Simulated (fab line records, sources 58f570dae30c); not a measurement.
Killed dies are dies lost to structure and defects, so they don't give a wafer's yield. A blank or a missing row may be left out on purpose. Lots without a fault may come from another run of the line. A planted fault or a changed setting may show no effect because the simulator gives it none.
fab line records | flow berkeley_cmos170
record lots=14 wafers=42 last_day=13
route steps=331 shown ACTIVE@63 SPACER@171 SDANNEAL@205 NSD@207
lots that met no fault: from a run of the same line without faults
start_h: hours from the record's first day to the start of the lot's first wafer shown | wait_h: hours since the lot's step before | " the same as in the row above | L1.1+2: a row that stands for several wafers | - no value, or no start given | * or withheld: withheld | < > ~ a bound
route shown NAME@n: a module of which the file shows steps, and the number in the route of the first | usual: mean/standard deviation of fault-free wafers | same: alike in all rows | chamber/n: place in a boat | sites: the reading at each site | _std_site: their standard deviation | _edge_site: outer sites' mean less inner sites' | radius_mm: how far each site lies from the wafer's centre | mask NAME#n: copy n | behind: the tool/chamber that last shaped the wafer | hold: why the lot was held/for how many hours/how that ended | device: the transistor (n, p or np) that didn't switch | end of line: the same wafers' tests at the end of the route | a step without rows: its recipe alone | killed: dies lost to structure and defects at the first sort, not the wafer's yield | map: a wafer's dies, x killed, . not, _ none there
set.NAME: the setting as run; set.NAME@STEP: as run at that earlier step | model.NAME: the simulator's own value behind a step, which no gauge read
steps of the route over a sample of lots; a table a step, a row a wafer
services: from which hour (start_h, from the record's first day; less than 0 if before it) a tool's chamber was out of use, for how many hours, and why
## steps
# step UCB170_ACTIVE_THK_MEAS_03
# recipe reads=SiO2_of_ACTIVE_OXIDATION_02
# usual ACTIVE_OXIDE_THK=26.3/0.52
# columns lot.wafer tool chamber start_h wait_h ACTIVE_OXIDE_THK[nm]
L706.2 film_metro-03 - 77.08 0.0 25.9
L706.5 " - " " 25.6
L706.6 " - " " 25.7
L709.1 film_metro-01 - 95.04 0.0 26.7
L709.2 " - " " 26.9
L709.3 " - " " 26.3
L710.2 film_metro-03 - 95.11 0.1 26.8
L710.3 " - " " 26.5
L710.4 " - " " 26.7
L711.1 film_metro-03 - 110.93 0.0 25.8
L711.2 " - " " 26.0
L711.6 " - " " 26.2
L712.1 film_metro-03 - 122.29 0.0 26.5
L712.4 " - " " 26.2
L712.6 " - " " 26.6
L713.1 film_metro-01 - 122.29 0.0 26.1
L713.2 " - " " 26.1
L713.4 " - " " 26.0
L714.1 film_metro-02 - 122.29 0.0 26.2
L714.4 " - " " 26.2
L714.5 " - " " 26.6
L715.1 film_metro-01 - 139.86 0.0 26.7
L715.4 " - " " 27.1
L715.5 " - " " 26.9
L717.1 film_metro-02 - 139.86 0.0 27.6
L717.2 " - " " 27.3
L717.6 " - " " 27.5
L720.1 film_metro-03 - 152.43 0.0 26.5
L720.2 " - " " 26.8
L720.6 " - " " 27.0
L719.3 film_metro-02 - 152.45 0.0 26.5
L719.4 " - " " 26.1
L719.5 " - " " 25.8
L726.1 film_metro-03 - 181.33 0.0 25.4
L726.4 " - " " 25.4
L726.6 " - " " 25.8
L728.1 film_metro-01 - 195.65 0.0 26.0
L728.3 " - " " 26.7
L728.4 " - " " 26.2
L727.4 film_metro-02 - 195.68 0.0 27.1
L727.5 " - " " 26.4
L727.6 " - " " 26.8
# step UCB170_SPACER_CVD_00
# recipe material=SiO2 target_thk_nm=376 temp_c=390 precursor=TEOS/O2 time_s=47 rf_w=550 pressure_mtorr=9000
# usual heater_power_w=282/70
# columns lot.wafer tool chamber start_h wait_h heater_power_w
L706.2 pecvd-03 1 146.33 0.0 447
L706.5 " 0 " " 269
L706.6 " 2 " " 262
L709.1 pecvd-02 0 162.15 0.0 274
L709.2 " 2 " " 169
L709.3 " 1 " " 289
L710.2 pecvd-03 2 162.44 0.0 226
L710.3 " 0 " " 203
L710.4 " 2 " " 250
L711.1 pecvd-04 1 184.73 0.0 163
L711.2 " 0 " " 311
L711.6 " 0 " " 225
L712.1 pecvd-02 1 190.20 0.0 387
L712.4 " 1 " " 282
L712.6 " 2 " " 198
L714.1 pecvd-03 1 190.56 0.0 405
L714.4 " 1 " " 433
L714.5 " 2 " " 295
L713.1 pecvd-04 2 190.92 0.0 328
L713.2 " 1 " " 171
L713.4 " 0 " " 260
L715.1 pecvd-03 1 206.39 0.0 405
L715.4 " 1 " " 421
L715.5 " 2 " " 238
L717.1 pecvd-02 2 206.56 0.0 165
L717.2 " 0 " " 295
L717.6 " 1 " " 317
L719.3 pecvd-04 2 223.64 0.0 330
L719.4 " 0 " " 218
L719.5 " 2 " " 347
L720.1 pecvd-03 1 223.81 0.0 417
L720.2 " 2 " " 285
L720.6 " 1 " " 427
L726.1 pecvd-03 2 253.42 0.0 293
L726.4 " 2 " " 307
L726.6 " 1 " " 414
L728.1 pecvd-03 0 268.29 0.0 204
L728.3 " 2 " " 276
L728.4 " 2 " " 289
L727.4 pecvd-02 0 269.42 0.0 261
L727.5 " 2 " " 228
L727.6 " 1 " " 329
# step UCB170_SPACER_THK_MEAS_01
# recipe reads=SiO2_of_SPACER_CVD_00
# usual SPACER_TEOS_THK=378/5.5
# columns lot.wafer tool chamber start_h wait_h hold SPACER_TEOS_THK[nm]
L706.2 film_metro-04 - 146.39 0.0 - 381
L706.5 " - " " - 380
L706.6 " - " " - 380
L709.1 film_metro-04 - 162.19 0.0 - 385
L709.2 " - " " - 381
L709.3 " - " " - 379
L710.2 film_metro-02 - 162.50 0.0 - 375
L710.3 " - " " - 374
L710.4 " - " " - 380
L711.1 film_metro-02 - 184.77 0.0 - 381
L711.2 " - " " - 376
L711.6 " - " " - 384
L712.1 film_metro-02 - 190.24 0.0 - 373
L712.4 " - " " - 381
L712.6 " - " " - 385
L714.1 film_metro-02 - 190.60 0.0 - 371
L714.4 " - " " - 379
L714.5 " - " " - 375
L713.1 film_metro-04 - 190.96 0.0 - 370
L713.2 " - " " - 381
L713.4 " - " " - 385
L715.1 film_metro-04 - 206.44 0.0 - 370
L715.4 " - " " - 374
L715.5 " - " " - 378
L717.1 film_metro-01 - 206.61 0.0 - 378
L717.2 " - " " - 376
L717.6 " - " " - 377
L719.3 film_metro-04 - 223.70 0.0 - 372
L719.4 " - " " - 382
L719.5 " - " " - 379
L720.1 film_metro-02 - 223.85 0.0 - 372
L720.2 " - " " - 370
L720.6 " - " " - 377
L726.1 film_metro-04 - 253.47 0.0 await_dispo/0.2h/release 456
L726.4 " - " " await_dispo/0.2h/release 456
L726.6 " - " " await_dispo/0.2h/release 460
L726.1 film_metro-04 - 253.69 0.2 - 456
L726.4 " - " " - 456
L726.6 " - " " - 460
L728.1 film_metro-01 - 268.34 0.0 await_dispo/0.2h/release 451
L728.3 " - " " await_dispo/0.2h/release 448
L728.4 " - " " await_dispo/0.2h/release 460
L728.1 film_metro-01 - 268.56 0.2 - 450
L728.3 " - " " - 448
L728.4 " - " " - 460
L727.4 film_metro-01 - 269.48 0.0 - 378
L727.5 " - " " - 377
L727.6 " - " " - 375
# step UCB170_SPACER_ETCHBACK_03
# recipe stop_on=Si target=SiO2 chemistry=CHF3/CF4/Ar CHF3_flow_sccm=50 cf4_flow_sccm=10 Ar_flow_sccm=120 pressure_mtorr=200 rf_w=500 target_depth_a=3760 time_s=100
# usual drypump_motor_current_A=5.7/0.67 oes_product_au=0.899/0.017 throttle_valve_pct=6.42/0.12
# columns lot.wafer tool chamber start_h wait_h drypump_motor_current_A oes_product_au rf_hours_counter_h throttle_valve_pct
L706.2 rie_diel-01 2 151.96 0.0 5.5 0.892 3 6.38
L706.5 " 0 " " 6.4 0.921 - 6.22
L706.6 " 3 " " 4.8 0.906 - 6.60
L709.1 rie_diel-01 2 167.47 0.0 5.5 0.907 3 6.37
L709.2 " 0 " " 6.4 0.934 137 6.23
L709.3 " 3 " " 4.8 0.916 5 6.61
L710.2 rie_diel-02 3 167.47 0.0 5.7 0.869 1 6.31
L710.3 " 2 " " 4.7 0.877 145 6.56
L710.4 " 1 " " 6.4 0.898 4 6.38
L711.1 rie_diel-01 0 189.39 0.0 6.4 0.928 138 6.24
L711.2 " 2 " " 5.5 0.887 4 6.38
L711.6 " 2 " " 5.5 0.898 - 6.39
L712.1 rie_diel-01 3 198.65 0.0 4.8 0.892 6 6.64
L712.4 " 2 " " 5.5 0.890 4 6.39
L712.6 " 0 " " 6.5 0.933 - 6.23
L714.1 rie_diel-02 2 198.65 0.0 4.7 0.884 146 6.56
L714.4 " 3 " " 5.7 0.881 3 6.30
L714.5 " 0 " " 6.2 0.902 - 6.36
L713.1 rie_diel-01 2 198.72 0.1 5.5 0.874 4 6.37
L713.2 " 3 " " 4.8 0.907 6 6.60
L713.4 " 0 " " 6.4 0.936 139 6.26
L715.1 rie_diel-02 3 213.15 0.0 5.7 0.869 4 6.31
L715.4 " 3 " " 5.7 0.868 - 6.32
L715.5 " 1 " " 6.4 0.893 - 6.38
L717.1 rie_diel-04 0 213.15 0.0 6.3 0.883 35 6.35
L717.2 " 1 " " 5.4 0.894 100 6.55
L717.6 " 1 " " 5.4 0.889 - 6.55
L719.3 rie_diel-01 2 228.23 0.0 5.5 0.877 5 6.36
L719.4 " 0 " " 6.4 0.934 140 6.26
L719.5 " 3 " " 4.8 0.906 - 6.62
L720.1 rie_diel-04 0 228.23 0.0 6.3 0.863 36 6.36
L720.2 " 3 " " 5.1 0.892 89 6.39
L720.6 " 3 " " 5.1 0.913 - 6.38
L726.1 rie_diel-01 3 270.58 0.0 4.8 0.990 9 6.62
L726.4 " 3 " " 4.8 0.996 - 6.61
L726.6 " 0 " " 6.4 1.006 - 6.24
L727.4 rie_diel-01 3 275.08 0.0 4.8 0.900 10 6.62
L727.5 " 0 " " 6.4 0.905 - 6.24
L727.6 " 3 " " 4.8 0.891 - 6.59
L728.1 rie_diel-04 0 275.08 0.0 6.4 0.984 38 6.37
L728.3 " 1 " " 5.4 1.003 103 6.57
L728.4 " 2 " " 6.5 1.011 41 6.37
# step UCB170_SDANNEAL_RTA_01
# recipe temp_c=1050 time_s=5 ambient=N2
# usual lamp_power_pct=35.8/1.3 wafer_temp_C_max=1053.0/0.7
# columns lot.wafer tool chamber start_h wait_h lamp_power_pct wafer_temp_C_max
L706.2 rtp_anneal-01 0 156.91 0.1 34.3 1053.1
L706.5 " 0 " " 34.3 1052.6
L706.6 " 0 " " 34.4 1053.9
L710.2 rtp_anneal-02 0 173.94 0.1 37.0 1054.3
L710.3 " 0 " " 37.1 1053.4
L710.4 " 0 " " 37.0 1054.2
L709.1 rtp_anneal-01 0 174.12 0.1 34.3 1052.7
L709.2 " 0 " " 34.4 1052.1
L709.3 " 0 " " 34.3 1052.5
L711.1 rtp_anneal-02 0 193.59 0.1 37.1 1052.9
L711.2 " 0 " " 36.9 1052.5
L711.6 " 0 " " 37.1 1052.6
L712.1 rtp_anneal-01 0 203.32 0.1 34.3 1051.9
L712.4 " 0 " " 34.4 1053.4
L712.6 " 0 " " 34.3 1052.2
L714.1 rtp_anneal-02 0 203.33 0.1 37.1 1052.7
L714.4 " 0 " " 37.0 1052.6
L714.5 " 0 " " 37.0 1053.0
L713.1 rtp_anneal-01 0 203.77 0.1 34.4 1052.4
L713.2 " 0 " " 34.3 1051.8
L713.4 " 0 " " 34.4 1052.1
L715.1 rtp_anneal-01 0 217.57 0.1 34.3 1052.3
L715.4 " 0 " " 34.3 1052.6
L715.5 " 0 " " 34.4 1053.0
L717.1 rtp_anneal-02 0 217.92 0.1 37.1 1054.0
L717.2 " 0 " " 37.1 1053.4
L717.6 " 0 " " 37.0 1053.7
L719.3 rtp_anneal-01 0 233.65 0.1 34.3 1052.8
L719.4 " 0 " " 34.4 1053.0
L719.5 " 0 " " 34.3 1052.4
L720.1 rtp_anneal-02 0 233.75 0.1 37.1 1053.5
L720.2 " 0 " " 37.0 1053.4
L720.6 " 0 " " 37.0 1053.7
L727.4 rtp_anneal-02 0 280.31 0.1 37.1 1053.5
L727.5 " 0 " " 37.1 1052.8
L727.6 " 0 " " 37.1 1053.5
# step UCB170_SDANNEAL_RS_MEAS_03
# recipe thk_meas_gauge=four-point-probe
# usual NSD_RS=37.45/0.092
# columns lot.wafer tool chamber start_h wait_h NSD_RS[ohm/sq]
L706.2 film_metro-01 - 157.09 0.1 37.39
L706.5 " - " " 37.38
L706.6 " - " " 37.38
L710.2 film_metro-01 - 174.13 0.1 37.41
L710.3 " - " " 37.49
L710.4 " - " " 37.42
L709.1 film_metro-03 - 174.30 0.1 37.43
L709.2 " - " " 37.32
L709.3 " - " " 37.37
L711.1 film_metro-01 - 193.77 0.1 37.52
L711.2 " - " " 37.49
L711.6 " - " " 37.43
L712.1 film_metro-01 - 203.50 0.1 37.42
L712.4 " - " " 37.50
L712.6 " - " " 37.37
L714.1 film_metro-02 - 203.51 0.1 37.65
L714.4 " - " " 37.56
L714.5 " - " " 37.61
L713.1 film_metro-03 - 203.95 0.1 37.37
L713.2 " - " " 37.40
L713.4 " - " " 37.43
L715.1 film_metro-02 - 217.75 0.1 37.45
L715.4 " - " " 37.60
L715.5 " - " " 37.57
L717.1 film_metro-01 - 218.10 0.1 37.40
L717.2 " - " " 37.41
L717.6 " - " " 37.42
L719.3 film_metro-02 - 233.85 0.1 37.67
L719.4 " - " " 37.58
L719.5 " - " " 37.59
L720.1 film_metro-01 - 233.93 0.1 37.40
L720.2 " - " " 37.51
L720.6 " - " " 37.38
L727.4 film_metro-01 - 280.51 0.1 37.38
L727.5 " - " " 37.36
L727.6 " - " " 37.44
## services
# columns tool chamber start_h hours kind
rie_diel-04 - 133.45 0.4 repair
pecvd-04 1 163.73 6.0 repair
rie_diel-02 - 172.64 2.8 pm
rie_diel-04 1 174.25 3.1 repair
rie_diel-04 - 195.02 15.6 pm
rie_diel-02 2 204.85 - clean
rie_diel-02 2 204.85 17.8 scheduled_down
rie_diel-02 2 204.85 17.8 vent_cycle
rie_diel-02 1 207.48 3.6 repair
rie_diel-04 0 222.63 2.7 repair
rie_diel-01 0 228.48 - clean
rie_diel-01 0 228.48 19.2 scheduled_down
rie_diel-01 0 228.48 19.2 vent_cycle
pecvd-02 - 242.50 14.0 pm
pecvd-02 0 242.50 14.0 vent_cycle
pecvd-02 1 242.50 14.0 vent_cycle
pecvd-02 2 242.50 14.0 vent_cycle
rie_diel-04 1 243.02 8.8 repair
rie_diel-04 0 247.68 3.8 repair
pecvd-02 0 256.50 - clean
pecvd-02 1 256.50 - clean
pecvd-02 2 256.50 - clean
rie_diel-01 1 256.85 9.6 repair
## key
first_sign step=UCB170_SPACER_THK_MEAS_01 reading=visit direction=added
effect step=UCB170_SPACER_THK_MEAS_01 reading=SPACER_TEOS_THK direction=up sigmas=14 usual=378 struck=455
effect step=UCB170_SPACER_ETCHBACK_03 reading=oes_product_au direction=up sigmas=5.8 usual=0.899 struck=0.998
met_at UCB170_SPACER_CVD_00
struck_lots L726,L728
later_rows_left_out L726.1,L726.4,L726.6,L728.1,L728.3,L728.4
sort_left_out L726.1,L726.4,L726.6,L728.1,L728.3,L728.4
tester_left_out L726,L728
not_acting_at UCB170_ACTIVE_THK_MEAS_03,UCB170_SDANNEAL_RTA_01,UCB170_SDANNEAL_RS_MEAS_03
onset_between 223.81 253.42
fault kind=process_parameter_drift tool=pecvd-03 chamber=- onset_h=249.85 steps=UCB170_SPACER_CVD_00 channel=target_thk_nm offset=78.765 shape=step end_h=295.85 acts_in=these_recipes_only stated=376
# tester_left_out: of these lots the tester's yield and bins aren't shown, on N5 and GAA mostly nor the transistor test; their killed dies are dies lost to structure and defects alone, not to doping, threshold or leakage, so they don't give the yield
# sort_left_out: the simulated sort isn't trusted on such a fault, so these wafers' sort isn't shown, and their yield isn't known
# later_rows_left_out: the simulator's readings of these wafers behind a module that went badly wrong aren't trusted and aren't shown, but for the sort
